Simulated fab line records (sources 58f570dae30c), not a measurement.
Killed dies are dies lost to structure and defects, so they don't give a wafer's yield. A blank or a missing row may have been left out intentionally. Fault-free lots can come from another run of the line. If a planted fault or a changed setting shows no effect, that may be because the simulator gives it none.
fab line records | flow berkeley_cmos170 | part 1 of 2: steps 1 to 27 of 36
[record] lots = 5 | wafers = 15 | last_day = 11
route steps=331 shown NVT@107 PVT@115 GATE@125 FIELD@126
lots that met no fault: taken from a fault-free run of the same line
start_h: hours from the record's opening day to when the first of the lot's shown wafers began | wait_h: hours from the lot's prior step to this one | " as in the row above | L1.1+2: one row covering several wafers at once | - either no value or no given start | * or withheld: withheld | < > ~ a bound
route shown NAME@n: a module of which the file shows steps, and the number in the route of the first | usual: mean/standard deviation of fault-free wafers | same: alike in all rows | chamber/n: place in a boat | sites: the reading at each site | _std_site: standard deviation of those values | _edge_site: mean of outer sites minus mean of inner sites | radius_mm: how far each site lies from the wafer's centre | mask NAME#n: copy n | behind: the tool/chamber that last shaped the wafer | hold: what put the lot on hold/how long, in hours/how the hold closed | device: whichever transistor did not switch (one of n, p or np) | end of line: at the end of the route, the tests of the same wafers | step lacking rows: just its recipe | killed: count of dies lost to structure and defects at first sort (not the wafer's yield) | map: shows each die of a wafer: x if killed, . if not, _ if none is there
set.NAME: setting as actually run; set.NAME@STEP: the setting as run at that earlier step | model.NAME: the simulator's own value behind a step, which no gauge read
lots at selected steps of the route; one table per step, one row per wafer
services: when a tool's chamber went out of use (start_h, in hours from the record's first day, below 0 if earlier), for how many hours, and the reason
[[steps]]
[step UCB170_NVT_EXPOSE_03]
[recipe] mask_id = PWELL | target_cd_nm = 3000 | na = 0.5 | sigma_outer = 0.6 | source_shape = conventional | dose_mj = 29.62
lot.wafer  | tool           | chamber | start_h | wait_h | mask
L075.3+4+5 | krf_scanner-01 | 0       | 134.47  | 0.2    | PWELL#0
L080.2+3+5 | krf_scanner-01 | 0       | 167.76  | 0.1    | PWELL#0
L082.1+3+5 | krf_scanner-02 | 0       | 174.80  | 0.1    | PWELL#0
L086.2+3+5 | krf_scanner-01 | 0       | 190.09  | 0.3    | PWELL#0
L092.2+3+6 | krf_scanner-01 | 0       | 218.36  | 0.2    | PWELL#0
[step UCB170_NVT_PEB_04]
[recipe] peb_temp_c = 130 | peb_time_s = withheld | resist = KrF
[usual] exhaust_pa = 45.0/0.95
lot.wafer | tool           | chamber | start_h | wait_h | exhaust_pa
L075.3    | litho_track-02 | 0       | 134.59  | 0.1    | 45.4
L075.4    | "              | 0       | "       | "      | 43.7
L075.5    | "              | 0       | "       | "      | 44.8
L080.2    | litho_track-04 | 0       | 168.51  | 0.7    | 45.1
L080.3    | "              | 0       | "       | "      | 45.7
L080.5    | "              | 0       | "       | "      | 44.7
L082.1    | litho_track-04 | 0       | 175.05  | 0.2    | 44.3
L082.3    | "              | 0       | "       | "      | 44.1
L082.5    | "              | 0       | "       | "      | 45.3
L086.2    | litho_track-02 | 0       | 190.21  | 0.1    | 44.8
L086.3    | "              | 0       | "       | "      | 44.2
L086.5    | "              | 0       | "       | "      | 43.6
L092.2    | litho_track-01 | 0       | 218.49  | 0.1    | 44.4
L092.3    | "              | 0       | "       | "      | 44.0
L092.6    | "              | 0       | "       | "      | 44.7
[step UCB170_NVT_DEVELOP_05]
[recipe] developer = TMAH | develop_time_s = 45 | resist = KrF | dev_temp_c = 21
[usual] developer_temp_C = 21.00/0.11 | exhaust_pa = 45.4/0.87
lot.wafer | tool           | chamber | start_h | wait_h | developer_temp_C | exhaust_pa
L075.3    | litho_track-02 | 0       | -       | -      | 21.02            | 45.8
L075.4    | "              | 0       | "       | "      | 20.90            | 45.9
L075.5    | "              | 0       | "       | "      | 20.98            | 46.0
L080.2    | litho_track-04 | 0       | -       | -      | 21.09            | 45.6
L080.3    | "              | 0       | "       | "      | 21.06            | 44.4
L080.5    | "              | 0       | "       | "      | 21.09            | 44.4
L082.1    | litho_track-04 | 0       | -       | -      | 21.11            | 45.6
L082.3    | "              | 0       | "       | "      | 21.06            | 45.5
L082.5    | "              | 0       | "       | "      | 21.13            | 44.9
L086.2    | litho_track-02 | 0       | -       | -      | 20.82            | 45.3
L086.3    | "              | 0       | "       | "      | 20.83            | 45.5
L086.5    | "              | 0       | "       | "      | 20.87            | 46.1
L092.2    | litho_track-01 | 0       | -       | -      | 20.96            | 46.4
L092.3    | "              | 0       | "       | "      | 20.87            | 45.6
L092.6    | "              | 0       | "       | "      | 20.92            | 46.4
[step UCB170_NVT_OVL_MEAS_06]
[usual] NVT_OVL = -1/6.8
lot.wafer | tool       | chamber | start_h | wait_h | NVT_OVL[nm]
L075.3    | overlay-02 | -       | 134.83  | -      | 3
L075.4    | "          | -       | "       | "      | 3
L075.5    | "          | -       | "       | "      | 0
L080.2    | overlay-02 | -       | 168.78  | -      | 4
L080.3    | "          | -       | "       | "      | 6
L080.5    | "          | -       | "       | "      | 2
L082.1    | overlay-02 | -       | 175.32  | -      | -2
L082.3    | "          | -       | "       | "      | -8
L082.5    | "          | -       | "       | "      | 2
L086.2    | overlay-02 | -       | 190.47  | -      | -11
L086.3    | "          | -       | "       | "      | -4
L086.5    | "          | -       | "       | "      | -9
L092.2    | overlay-01 | -       | 218.74  | -      | -6
L092.3    | "          | -       | "       | "      | -12
L092.6    | "          | -       | "       | "      | 0
[step UCB170_NVT_IMPLANT_07]
[recipe] species = BF2 | dose_cm2 = 3e+12 | energy_kev = 50 | tilt_deg = 7
[same] implant_ion_amu = 49
lot.wafer  | tool         | chamber | start_h | wait_h
L075.3+4+5 | implanter-02 | 0       | 134.91  | 0.1
L080.2+3+5 | implanter-02 | 0       | 168.83  | 0.0
L082.1+3+5 | implanter-04 | 0       | 175.36  | 0.0
L086.2+3+5 | implanter-04 | 0       | 190.52  | 0.0
L092.2+3+6 | implanter-02 | 0       | 218.80  | 0.0
[step UCB170_NVT_STRIP_08]
[recipe] chemistry = O2 | power_w = 400 | pressure_mtorr = 3500 | platen_temp_c = withheld | o2_flow_sccm = 400 | overash_fraction = 0.5
[usual] drypump_motor_current_A = 5.8/0.51 | oes_product_au = 0.734/0.0047 | strip_time_to_endpoint_s = 21.63/0.07
lot.wafer | tool            | chamber | start_h | wait_h | drypump_motor_current_A | oes_product_au | rf_hours_counter_h | strip_time_to_endpoint_s
L075.3    | plasma_asher-01 | 1       | 135.04  | 0.1    | 6.2                     | 0.736          | -                  | 21.55
L075.4    | "               | 0       | "       | "      | 6.0                     | 0.729          | -                  | 21.58
L075.5    | "               | 0       | "       | "      | 6.1                     | 0.731          | -                  | 21.56
L080.2    | plasma_asher-01 | 1       | 168.96  | 0.1    | 6.3                     | 0.732          | 47                 | 21.57
L080.3    | "               | 0       | "       | "      | 6.1                     | 0.731          | -                  | 21.70
L080.5    | "               | 1       | "       | "      | 6.3                     | 0.729          | -                  | 21.64
L082.1    | plasma_asher-03 | 0       | 175.51  | 0.1    | 5.8                     | 0.728          | 48                 | 21.63
L082.3    | "               | 0       | "       | "      | 5.9                     | 0.728          | -                  | 21.66
L082.5    | "               | 0       | "       | "      | 5.8                     | 0.735          | -                  | 21.56
L086.2    | plasma_asher-01 | 1       | 190.65  | 0.1    | 6.3                     | 0.737          | 49                 | 21.76
L086.3    | "               | 0       | "       | "      | 6.1                     | 0.731          | -                  | 21.77
L086.5    | "               | 1       | "       | "      | 6.3                     | 0.732          | -                  | 21.80
L092.2    | plasma_asher-04 | 1       | 218.92  | 0.1    | 4.8                     | 0.729          | 37                 | 21.64
L092.3    | "               | 1       | "       | "      | 4.8                     | 0.740          | -                  | 21.60
L092.6    | "               | 1       | "       | "      | 4.8                     | 0.736          | -                  | 21.63
[step UCB170_NVT_TW_MEAS_09]
[usual] NVT_TW = 524/5.6
lot.wafer | tool          | chamber | start_h | wait_h | NVT_TW
L075.3    | film_metro-02 | -       | 135.18  | 0.1    | 519
L075.4    | "             | -       | "       | "      | 520
L075.5    | "             | -       | "       | "      | 517
L080.2    | film_metro-01 | -       | 169.07  | 0.1    | 521
L080.3    | "             | -       | "       | "      | 522
L080.5    | "             | -       | "       | "      | 522
L082.1    | film_metro-03 | -       | 175.61  | 0.1    | 530
L082.3    | "             | -       | "       | "      | 528
L082.5    | "             | -       | "       | "      | 531
L086.2    | film_metro-01 | -       | 190.76  | 0.1    | 524
L086.3    | "             | -       | "       | "      | 521
L086.5    | "             | -       | "       | "      | 522
L092.2    | film_metro-03 | -       | 219.03  | 0.1    | 532
L092.3    | "             | -       | "       | "      | 531
L092.6    | "             | -       | "       | "      | 531
[step UCB170_NVT_CLEAN_10]
[recipe] chemistry = SPM | temp_c = 120 | time_s = 600
lot.wafer  | tool         | chamber | start_h | wait_h
L075.3+4+5 | wet_bench-04 | 2       | 135.52  | 0.3
L080.2+3+5 | wet_bench-04 | 2       | 169.12  | 0.0
L082.1+3+5 | wet_bench-02 | 2       | 177.57  | 2.0
L086.2+3+5 | wet_bench-02 | 1       | 193.54  | 2.8
L092.2+3+6 | wet_bench-02 | 1       | 219.16  | 0.1
[step UCB170_PVT_HMDS_00]
[recipe] prime_time_s = 60 | prime_temp_c = 100
[usual] exhaust_pa = 45.2/0.88 | prime_temp_c = 100.03/0.14
lot.wafer | tool           | chamber | start_h | wait_h | exhaust_pa | prime_temp_c
L075.3    | litho_track-03 | 0       | 136.09  | 0.4    | 44.8       | 100.11
L075.4    | "              | 0       | "       | "      | 44.9       | 100.26
L075.5    | "              | 0       | "       | "      | 44.0       | 100.20
L080.2    | litho_track-04 | 0       | 169.51  | 0.2    | 44.6       | 99.96
L080.3    | "              | 0       | "       | "      | 45.3       | 99.96
L080.5    | "              | 0       | "       | "      | 46.3       | 100.08
L082.1    | litho_track-01 | 0       | 177.76  | 0.0    | 44.3       | 99.88
L082.3    | "              | 0       | "       | "      | 44.1       | 100.08
L082.5    | "              | 0       | "       | "      | 44.0       | 100.00
L086.2    | litho_track-04 | 0       | 193.81  | 0.1    | 45.5       | 100.11
L086.3    | "              | 0       | "       | "      | 45.7       | 100.11
L086.5    | "              | 0       | "       | "      | 45.2       | 99.95
L092.2    | litho_track-03 | 0       | 219.54  | 0.0    | 45.6       | 99.99
L092.3    | "              | 0       | "       | "      | 46.1       | 99.92
L092.6    | "              | 0       | "       | "      | 45.5       | 99.86
[step UCB170_PVT_COAT_01]
[recipe] resist = KrF | spin_rpm = 1500 | resist_thk_nm = 900
[usual] dispense_pressure_kPa = 52/4 | exhaust_pa = 44.9/0.99
lot.wafer | tool           | chamber | start_h | wait_h | dispense_pressure_kPa | exhaust_pa
L075.3    | litho_track-03 | 0       | 136.24  | 0.1    | 55                    | 44.6
L075.4    | "              | 0       | "       | "      | 55                    | 44.9
L075.5    | "              | 0       | "       | "      | 55                    | 45.5
L080.2    | litho_track-04 | 0       | 169.66  | 0.1    | 56                    | 44.9
L080.3    | "              | 0       | "       | "      | 56                    | 45.8
L080.5    | "              | 0       | "       | "      | 56                    | 45.9
L082.1    | litho_track-01 | 0       | 177.91  | 0.1    | 47                    | 43.4
L082.3    | "              | 0       | "       | "      | 47                    | 44.1
L082.5    | "              | 0       | "       | "      | 47                    | 43.2
L086.2    | litho_track-04 | 0       | 193.96  | 0.1    | 56                    | 46.2
L086.3    | "              | 0       | "       | "      | 56                    | 46.7
L086.5    | "              | 0       | "       | "      | 56                    | 46.6
L092.2    | litho_track-03 | 0       | 219.69  | 0.1    | 55                    | 44.0
L092.3    | "              | 0       | "       | "      | 55                    | 45.0
L092.6    | "              | 0       | "       | "      | 55                    | 44.9
[step UCB170_PVT_SOFTBAKE_02]
[recipe] resist = KrF | temp_c = 130 | time_s = 60
[usual] exhaust_pa = 44.7/0.86
lot.wafer | tool           | chamber | start_h | wait_h | exhaust_pa
L075.3    | litho_track-03 | 0       | 136.39  | 0.1    | 43.7
L075.4    | "              | 0       | "       | "      | 46.2
L075.5    | "              | 0       | "       | "      | 43.2
L080.2    | litho_track-04 | 0       | 169.81  | 0.1    | 45.5
L080.3    | "              | 0       | "       | "      | 44.0
L080.5    | "              | 0       | "       | "      | 44.8
L082.1    | litho_track-01 | 0       | 178.06  | 0.1    | 43.6
L082.3    | "              | 0       | "       | "      | 45.7
L082.5    | "              | 0       | "       | "      | 45.1
L086.2    | litho_track-04 | 0       | 194.11  | 0.1    | 44.2
L086.3    | "              | 0       | "       | "      | 45.3
L086.5    | "              | 0       | "       | "      | 43.4
L092.2    | litho_track-03 | 0       | 219.84  | 0.1    | 45.7
L092.3    | "              | 0       | "       | "      | 43.2
L092.6    | "              | 0       | "       | "      | 44.8
[step UCB170_PVT_EXPOSE_03]
[recipe] mask_id = NWELL | target_cd_nm = 3000 | na = 0.5 | sigma_outer = 0.6 | source_shape = conventional | dose_mj = 30
lot.wafer  | tool           | chamber | start_h | wait_h | mask
L075.3+4+5 | krf_scanner-02 | 0       | 136.66  | 0.2    | NWELL#0
L080.2+3+5 | krf_scanner-02 | 0       | 170.08  | 0.2    | NWELL#0
L082.1+3+5 | krf_scanner-01 | 0       | 178.34  | 0.2    | NWELL#0
L086.2+3+5 | krf_scanner-02 | 0       | 194.45  | 0.3    | NWELL#0
L092.2+3+6 | krf_scanner-02 | 0       | 220.35  | 0.5    | NWELL#0
[step UCB170_PVT_PEB_04]
[recipe] peb_temp_c = 130 | peb_time_s = withheld | resist = KrF
[usual] exhaust_pa = 45.0/0.87
lot.wafer | tool           | chamber | start_h | wait_h | exhaust_pa
L075.3    | litho_track-03 | 0       | 136.82  | 0.1    | 45.1
L075.4    | "              | 0       | "       | "      | 45.4
L075.5    | "              | 0       | "       | "      | 44.9
L080.2    | litho_track-01 | 0       | 170.49  | 0.4    | 45.2
L080.3    | "              | 0       | "       | "      | 45.2
L080.5    | "              | 0       | "       | "      | 45.3
L082.1    | litho_track-04 | 0       | 178.45  | 0.1    | 44.6
L082.3    | "              | 0       | "       | "      | 44.2
L082.5    | "              | 0       | "       | "      | 44.2
L086.2    | litho_track-04 | 0       | 194.81  | 0.3    | 44.9
L086.3    | "              | 0       | "       | "      | 45.5
L086.5    | "              | 0       | "       | "      | 43.5
L092.2    | litho_track-01 | 0       | 220.96  | 0.6    | 45.6
L092.3    | "              | 0       | "       | "      | 45.5
L092.6    | "              | 0       | "       | "      | 44.1
[step UCB170_PVT_DEVELOP_05]
[recipe] developer = TMAH | develop_time_s = 45 | resist = KrF | dev_temp_c = 21
[usual] developer_temp_C = 21.01/0.11 | exhaust_pa = 44.8/0.74
lot.wafer | tool           | chamber | start_h | wait_h | developer_temp_C | exhaust_pa
L075.3    | litho_track-03 | 0       | -       | -      | 20.86            | 45.4
L075.4    | "              | 0       | "       | "      | 20.92            | 44.3
L075.5    | "              | 0       | "       | "      | 21.03            | 44.6
L080.2    | litho_track-01 | 0       | -       | -      | 21.00            | 45.3
L080.3    | "              | 0       | "       | "      | 21.03            | 44.1
L080.5    | "              | 0       | "       | "      | 20.89            | 44.5
L082.1    | litho_track-04 | 0       | -       | -      | 20.98            | 44.5
L082.3    | "              | 0       | "       | "      | 20.79            | 46.4
L082.5    | "              | 0       | "       | "      | 20.83            | 43.2
L086.2    | litho_track-04 | 0       | -       | -      | 21.08            | 45.1
L086.3    | "              | 0       | "       | "      | 20.98            | 45.7
L086.5    | "              | 0       | "       | "      | 21.09            | 44.2
L092.2    | litho_track-01 | 0       | -       | -      | 20.92            | 44.7
L092.3    | "              | 0       | "       | "      | 21.10            | 43.9
L092.6    | "              | 0       | "       | "      | 21.05            | 45.6
[step UCB170_PVT_OVL_MEAS_06]
[usual] PVT_OVL = -2/6.4
lot.wafer | tool       | chamber | start_h | wait_h | PVT_OVL[nm]
L075.3    | overlay-02 | -       | 137.06  | -      | -7
L075.4    | "          | -       | "       | "      | -9
L075.5    | "          | -       | "       | "      | -11
L080.2    | overlay-02 | -       | 170.74  | -      | 1
L080.3    | "          | -       | "       | "      | -9
L080.5    | "          | -       | "       | "      | -4
L082.1    | overlay-01 | -       | 178.73  | -      | -3
L082.3    | "          | -       | "       | "      | 1
L082.5    | "          | -       | "       | "      | 3
L086.2    | overlay-02 | -       | 195.07  | -      | -6
L086.3    | "          | -       | "       | "      | 0
L086.5    | "          | -       | "       | "      | -4
L092.2    | overlay-02 | -       | 221.22  | -      | -1
L092.3    | "          | -       | "       | "      | -14
L092.6    | "          | -       | "       | "      | -7
[step UCB170_PVT_IMPLANT_07]
[recipe] species = P | dose_cm2 = 2e+12 | energy_kev = 30 | tilt_deg = 7
[same] implant_ion_amu = 31
lot.wafer  | tool         | chamber | start_h | wait_h
L075.3+4+5 | implanter-03 | 0       | 137.13  | 0.1
L080.2+3+5 | implanter-02 | 0       | 170.80  | 0.0
L082.1+3+5 | implanter-01 | 0       | 178.77  | 0.0
L086.2+3+5 | implanter-01 | 0       | 195.12  | 0.0
L092.2+3+6 | implanter-03 | 0       | 221.28  | 0.0
[step UCB170_PVT_STRIP_08]
[recipe] chemistry = O2 | power_w = 400 | pressure_mtorr = 3500 | platen_temp_c = withheld | o2_flow_sccm = 400 | overash_fraction = 0.5
[usual] drypump_motor_current_A = 6.1/0.48 | oes_product_au = 0.734/0.0046 | strip_time_to_endpoint_s = 21.64/0.061
lot.wafer | tool            | chamber | start_h | wait_h | drypump_motor_current_A | oes_product_au | rf_hours_counter_h | strip_time_to_endpoint_s
L075.3    | plasma_asher-02 | 0       | 137.26  | 0.1    | 6.3                     | 0.740          | -                  | 21.69
L075.4    | "               | 1       | "       | "      | 6.2                     | 0.735          | -                  | 21.57
L075.5    | "               | 1       | "       | "      | 6.3                     | 0.729          | -                  | 21.64
L080.2    | plasma_asher-02 | 1       | 170.92  | 0.1    | 6.3                     | 0.734          | 6                  | 21.58
L080.3    | "               | 1       | "       | "      | 6.3                     | 0.733          | -                  | 21.68
L080.5    | "               | 1       | "       | "      | 6.3                     | 0.735          | -                  | 21.65
L082.1    | plasma_asher-02 | 0       | 178.92  | 0.1    | 6.3                     | 0.738          | 7                  | 21.68
L082.3    | "               | 0       | "       | "      | 6.3                     | 0.734          | -                  | 21.69
L082.5    | "               | 1       | "       | "      | 6.3                     | 0.731          | -                  | 21.72
L086.2    | plasma_asher-01 | 1       | 195.25  | 0.1    | 6.3                     | 0.737          | 50                 | 21.52
L086.3    | "               | 0       | "       | "      | 6.1                     | 0.732          | -                  | 21.61
L086.5    | "               | 0       | "       | "      | 6.1                     | 0.727          | -                  | 21.62
L092.2    | plasma_asher-02 | 1       | 221.40  | 0.1    | 6.2                     | 0.727          | 11                 | 21.66
L092.3    | "               | 0       | "       | "      | 6.3                     | 0.732          | -                  | 21.63
L092.6    | "               | 1       | "       | "      | 6.2                     | 0.737          | -                  | 21.63
[step UCB170_PVT_TW_MEAS_09]
[usual] PVT_TW = 507/3.6
lot.wafer | tool          | chamber | start_h | wait_h | PVT_TW
L075.3    | film_metro-01 | -       | 137.35  | 0.1    | 504
L075.4    | "             | -       | "       | "      | 504
L075.5    | "             | -       | "       | "      | 506
L080.2    | film_metro-01 | -       | 171.03  | 0.1    | 506
L080.3    | "             | -       | "       | "      | 504
L080.5    | "             | -       | "       | "      | 508
L082.1    | film_metro-01 | -       | 179.02  | 0.1    | 505
L082.3    | "             | -       | "       | "      | 508
L082.5    | "             | -       | "       | "      | 504
L086.2    | film_metro-01 | -       | 195.36  | 0.1    | 502
L086.3    | "             | -       | "       | "      | 502
L086.5    | "             | -       | "       | "      | 502
L092.2    | film_metro-04 | -       | 221.51  | 0.1    | 508
L092.3    | "             | -       | "       | "      | 505
L092.6    | "             | -       | "       | "      | 507
[step UCB170_GATE_WET_ETCH_00]
[recipe] chemistry = dHF | dilution = 25:1 | target = SiO2 | temp_c = 25 | time_s = 200
lot.wafer  | tool         | chamber | start_h | wait_h
L075.3+4+5 | wet_bench-01 | 3       | 137.54  | 0.2
L080.2+3+5 | wet_bench-01 | 0       | 171.08  | 0.0
L082.1+3+5 | wet_bench-02 | 0       | 179.08  | 0.1
L086.2+3+5 | wet_bench-01 | 1       | 195.41  | 0.0
L092.2+3+6 | wet_bench-01 | 0       | 221.58  | 0.1
[step UCB170_FIELD_THK_MEAS_91]
[recipe] reads = SiO2_of_FIELD_OXIDATION_01
[usual] FIELD_OXIDE_LEFT_2_THK = 351/9
lot.wafer | tool          | chamber | start_h | wait_h | FIELD_OXIDE_LEFT_2_THK[nm]
L075.3    | film_metro-03 | -       | 137.62  | 0.0    | 363
L075.4    | "             | -       | "       | "      | 363
L075.5    | "             | -       | "       | "      | 357
L080.2    | film_metro-04 | -       | 171.16  | 0.0    | 360
L080.3    | "             | -       | "       | "      | 355
L080.5    | "             | -       | "       | "      | 372
L082.1    | film_metro-03 | -       | 179.15  | 0.0    | 347
L082.3    | "             | -       | "       | "      | 345
L082.5    | "             | -       | "       | "      | 345
L086.2    | film_metro-03 | -       | 195.49  | 0.0    | 369
L086.3    | "             | -       | "       | "      | 354
L086.5    | "             | -       | "       | "      | 364
L092.2    | film_metro-01 | -       | 221.65  | 0.0    | 347
L092.3    | "             | -       | "       | "      | 347
L092.6    | "             | -       | "       | "      | 346
[step UCB170_GATE_OXIDATION_01]
[recipe] temp_c = 850 | ambient = O2 | target_thk_a = 66 | ox_time_s = 1859
[usual] ox_temp_c_max = 853.9/0.92 | spike_tc_centre_C = 852.3/1.2 | zone_power_source_pct = 24/3.5
lot.wafer | tool       | chamber | start_h | wait_h | ox_temp_c_max | spike_tc_centre_C | zone_power_source_pct
L075.3    | furnace-04 | 0       | 142.57  | 4.9    | 854.0         | 851.2             | 22
L075.4    | "          | 0       | "       | "      | 855.0         | 849.7             | 22
L075.5    | "          | 0       | "       | "      | 853.7         | 852.4             | 22
L080.2    | furnace-01 | 0       | 177.54  | 6.4    | 855.0         | 853.8             | 21
L080.3    | "          | 0       | "       | "      | 856.4         | 853.1             | 21
L080.5    | "          | 0       | "       | "      | 853.3         | 853.7             | 22
L082.1    | furnace-02 | 0       | 183.88  | 4.7    | 853.6         | 853.5             | 30
L082.3    | "          | 0       | "       | "      | 852.4         | 853.6             | 30
L082.5    | "          | 0       | "       | "      | 853.1         | 854.4             | 30
L086.2    | furnace-02 | 0       | 200.67  | 5.2    | 852.3         | 853.3             | 29
L086.3    | "          | 0       | "       | "      | 852.2         | 854.9             | 30
L086.5    | "          | 0       | "       | "      | 853.4         | 852.7             | 29
L092.2    | furnace-01 | 0       | 226.15  | 4.5    | 852.9         | 851.6             | 22
L092.3    | "          | 0       | "       | "      | 853.7         | 851.4             | 21
L092.6    | "          | 0       | "       | "      | 853.3         | 853.3             | 21
[step UCB170_GATE_THK_MEAS_02]
[recipe] reads = SiO2_of_GATE_OXIDATION_01
[usual] GATE_OXIDE_THK = 6.74/0.12
lot.wafer | tool          | chamber | start_h | wait_h | GATE_OXIDE_THK[nm]
L075.3    | film_metro-04 | -       | 144.09  | 0.0    | 6.83
L075.4    | "             | -       | "       | "      | 6.73
L075.5    | "             | -       | "       | "      | 6.69
L080.2    | film_metro-02 | -       | 179.05  | 0.0    | 6.72
L080.3    | "             | -       | "       | "      | 6.80
L080.5    | "             | -       | "       | "      | 6.73
L082.1    | film_metro-01 | -       | 185.38  | 0.0    | 6.82
L082.3    | "             | -       | "       | "      | 6.74
L082.5    | "             | -       | "       | "      | 6.66
L086.2    | film_metro-01 | -       | 202.18  | 0.0    | 6.63
L086.3    | "             | -       | "       | "      | 6.70
L086.5    | "             | -       | "       | "      | 6.80
L092.2    | film_metro-04 | -       | 227.67  | 0.0    | 6.68
L092.3    | "             | -       | "       | "      | 6.62
L092.6    | "             | -       | "       | "      | 6.71
[step UCB170_GATE_ANNEAL_03]
[recipe] temp_c = 900 | time_s = 1800 | ambient = N2
[usual] spike_tc_centre_C = 901.9/1.2 | zone_power_source_pct = 26/3.4
lot.wafer | tool       | chamber | start_h | wait_h | spike_tc_centre_C | zone_power_source_pct
L075.3    | furnace-02 | 0       | 152.23  | 8.1    | 901.6             | 34
L075.4    | "          | 0       | "       | "      | 904.0             | 33
L075.5    | "          | 0       | "       | "      | 903.5             | 34
L080.2    | furnace-02 | 0       | 182.38  | 3.3    | 904.8             | 34
L080.3    | "          | 0       | "       | "      | 905.0             | 34
L080.5    | "          | 0       | "       | "      | 902.9             | 34
L082.1    | furnace-04 | 0       | 189.25  | 3.9    | 902.9             | 25
L082.3    | "          | 0       | "       | "      | 901.2             | 25
L082.5    | "          | 0       | "       | "      | 902.3             | 25
L086.2    | furnace-04 | 0       | 206.50  | 4.3    | 899.8             | 25
L086.3    | "          | 0       | "       | "      | 901.4             | 26
L086.5    | "          | 0       | "       | "      | 900.7             | 25
L092.2    | furnace-01 | 0       | 233.10  | 5.4    | 902.0             | 24
L092.3    | "          | 0       | "       | "      | 900.9             | 24
L092.6    | "          | 0       | "       | "      | 900.7             | 25
[step UCB170_GATE_CVD_04]
[recipe] material = poly-Si | temp_c = 610 | precursor = SiH4 | time_s = 1440 | pressure_mtorr = 375 | target_thk_nm = 214 | sih4_flow_sccm = 120
[usual] spike_tc_centre_C = 612.9/1.4 | zone_power_source_pct = 12.3/1.2
lot.wafer | tool     | chamber | start_h | wait_h | spike_tc_centre_C | zone_power_source_pct
L075.3    | lpcvd-01 | 1       | 156.40  | 2.7    | 612.7             | 13.6
L075.4    | "        | 1       | "       | "      | 613.7             | 13.8
L075.5    | "        | 1       | "       | "      | 612.7             | 13.7
L080.2    | lpcvd-02 | 1       | 184.14  | 0.3    | 613.5             | 11.7
L080.3    | "        | 1       | "       | "      | 612.5             | 11.5
L080.5    | "        | 1       | "       | "      | 614.7             | 11.5
L082.1    | lpcvd-01 | 1       | 190.75  | 0.0    | 613.2             | 14.1
L082.3    | "        | 1       | "       | "      | 612.2             | 13.7
L082.5    | "        | 1       | "       | "      | 613.5             | 13.8
L086.2    | lpcvd-02 | 1       | 208.00  | 0.0    | 612.0             | 11.6
L086.3    | "        | 1       | "       | "      | 613.8             | 11.8
L086.5    | "        | 1       | "       | "      | 613.9             | 11.6
L092.2    | lpcvd-01 | 1       | 234.60  | 0.0    | 615.2             | 13.9
L092.3    | "        | 1       | "       | "      | 612.5             | 13.9
L092.6    | "        | 1       | "       | "      | 614.5             | 13.9
[step UCB170_GATE_THK_MEAS_05]
[recipe] reads = poly-Si_of_GATE_CVD_04
[usual] GATE_POLY_THK = 212.6/1.8
lot.wafer | tool          | chamber | start_h | wait_h | GATE_POLY_THK[nm]
L075.3    | film_metro-04 | -       | 157.82  | 0.0    | 213.6
L075.4    | "             | -       | "       | "      | 212.8
L075.5    | "             | -       | "       | "      | 212.9
L080.2    | film_metro-04 | -       | 185.55  | 0.0    | 213.5
L080.3    | "             | -       | "       | "      | 212.5
L080.5    | "             | -       | "       | "      | 211.9
L082.1    | film_metro-04 | -       | 192.15  | 0.0    | 213.0
L082.3    | "             | -       | "       | "      | 213.1
L082.5    | "             | -       | "       | "      | 212.6
L086.2    | film_metro-01 | -       | 209.41  | 0.0    | 212.3
L086.3    | "             | -       | "       | "      | 213.2
L086.5    | "             | -       | "       | "      | 213.6
L092.2    | film_metro-04 | -       | 236.01  | 0.0    | 211.4
L092.3    | "             | -       | "       | "      | 210.8
L092.6    | "             | -       | "       | "      | 211.5
[step UCB170_GATE_COAT_06]
[recipe] resist = BARC | temp_c = withheld | time_s = withheld | spin_rpm = 3000 | resist_thk_nm = withheld
[usual] dispense_pressure_kPa = 50/3.4 | exhaust_pa = 44.8/0.97
lot.wafer | tool           | chamber | start_h | wait_h | dispense_pressure_kPa | exhaust_pa
L075.3    | litho_track-03 | 0       | 157.91  | 0.1    | 55                    | 44.0
L075.4    | "              | 0       | "       | "      | 55                    | 45.0
L075.5    | "              | 0       | "       | "      | 55                    | 44.8
L080.2    | litho_track-03 | 0       | 185.62  | 0.1    | 55                    | 44.0
L080.3    | "              | 0       | "       | "      | 55                    | 45.1
L080.5    | "              | 0       | "       | "      | 55                    | 45.3
L082.1    | litho_track-02 | 0       | 192.21  | 0.1    | 48                    | 45.7
L082.3    | "              | 0       | "       | "      | 48                    | 45.3
L082.5    | "              | 0       | "       | "      | 48                    | 44.4
L086.2    | litho_track-03 | 0       | 209.49  | 0.1    | 55                    | 44.0
L086.3    | "              | 0       | "       | "      | 55                    | 43.8
L086.5    | "              | 0       | "       | "      | 55                    | 43.5
L092.2    | litho_track-02 | 0       | 236.09  | 0.1    | 48                    | 44.4
L092.3    | "              | 0       | "       | "      | 48                    | 44.9
L092.6    | "              | 0       | "       | "      | 48                    | 46.0
[step UCB170_GATE_COAT_07]
[recipe] resist = KrF | spin_rpm = 1500 | resist_thk_nm = 889.9
[usual] dispense_pressure_kPa = 50/3.4 | exhaust_pa = 45.2/0.92
lot.wafer | tool           | chamber | start_h | wait_h | dispense_pressure_kPa | exhaust_pa
L075.3    | litho_track-03 | 0       | -       | -      | 55                    | 46.0
L075.4    | "              | 0       | "       | "      | 55                    | 46.1
L075.5    | "              | 0       | "       | "      | 55                    | 44.9
L080.2    | litho_track-03 | 0       | -       | -      | 55                    | 44.3
L080.3    | "              | 0       | "       | "      | 55                    | 45.9
L080.5    | "              | 0       | "       | "      | 55                    | 45.5
L082.1    | litho_track-02 | 0       | -       | -      | 48                    | 46.5
L082.3    | "              | 0       | "       | "      | 48                    | 45.5
L082.5    | "              | 0       | "       | "      | 48                    | 45.1
L086.2    | litho_track-03 | 0       | -       | -      | 55                    | 44.6
L086.3    | "              | 0       | "       | "      | 55                    | 45.5
L086.5    | "              | 0       | "       | "      | 55                    | 45.3
L092.2    | litho_track-02 | 0       | -       | -      | 48                    | 42.5
L092.3    | "              | 0       | "       | "      | 48                    | 43.1
L092.6    | "              | 0       | "       | "      | 48                    | 43.4
